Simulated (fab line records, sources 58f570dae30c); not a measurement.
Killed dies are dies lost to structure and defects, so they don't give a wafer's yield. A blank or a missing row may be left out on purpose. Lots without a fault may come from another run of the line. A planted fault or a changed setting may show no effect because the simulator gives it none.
Problem report in the 8D (eight disciplines) form, filled by code | flow berkeley_cmos170 | the parts of the form that need people (team, actions taken, sign-off) are left out

1. THE PROBLEM
heater_power_total_W at UCB170_M3_SOFTBAKE_11 reads a mean of 59.23 W on 6 wafers of 2 lots; wafers without a fault read 56.80 W with a standard deviation of 0.044. That is +55 standard deviations from the usual mean.
The step: time 60 s.
First seen on wafer L475.1, day 11 05:00, on litho_track-01. The record holds 42 wafers of 14 lots with a number at this step. Rule for "out", or "out of limits": more than 4 standard deviations from the usual mean. The other wafers with a number count as sound.

2. WHAT IT IS AND WHAT IT IS NOT
question                    | is                                 | is not
which readings at this step | heater_power_total_W, run_length_s | -
which lots                  | L474, L475                         | L463, L464, L465, L466, L467, L470, L472, L481, L483, L484, L485, L486
which wafers of those lots  | all that have a number             | -
read on which tools         | litho_track-01                     | litho_track-02, litho_track-04
when                        | from day 11 05:00                  | up to then (21 sound wafers); but 15 sound wafers of L481, L483, L484, L485, L486 came after

3. SUSPECTS, AND WHAT RULES EACH OUT
Counting: a tool at a process step up to the reading stays a suspect if it ran every lot that is out and no sound lot after the first of them.
- litho_track-01 at UCB170_M3_SOFTBAKE_11 (time 60 s): ruled out as a lasting fault. Sound lots L486 ran on it after its first lot that is out, L475 (day 11 05:00).
Left after counting: nothing in the record.

4. THE CAUSE (what the simulator had put in)
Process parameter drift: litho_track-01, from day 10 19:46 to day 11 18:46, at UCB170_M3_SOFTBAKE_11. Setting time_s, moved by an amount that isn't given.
Counting ruled it out, wrongly.

5. THE CHAIN OF EFFECTS, in route order
Each row: a reading whose mean over the struck wafers that have a number lies more than 3 standard deviations from the usual. Only readings for which the record gives a usual standard deviation are gone through. hours: the time from each lot's start at the first step in this table that gives one to its start at this step, as a median over the lots. sigmas: the change in usual standard deviations.
hours | step                  | reading              | usual   | on struck wafers | change | sigmas
0     | UCB170_M3_SOFTBAKE_11 | heater_power_total_W | 56.80 W | 59.23            | +2.43  | +55
0     | UCB170_M3_SOFTBAKE_11 | run_length_s         | 89.13 s | 81.36            | -7.77  | -49
The process steps in it:
- UCB170_M3_SOFTBAKE_11: time 60 s.

6. WHAT WOULD HAVE CAUGHT IT SOONER
In this record the first reading out of limits was taken at day 11 05:00, 9 hours after the fault began at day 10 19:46.
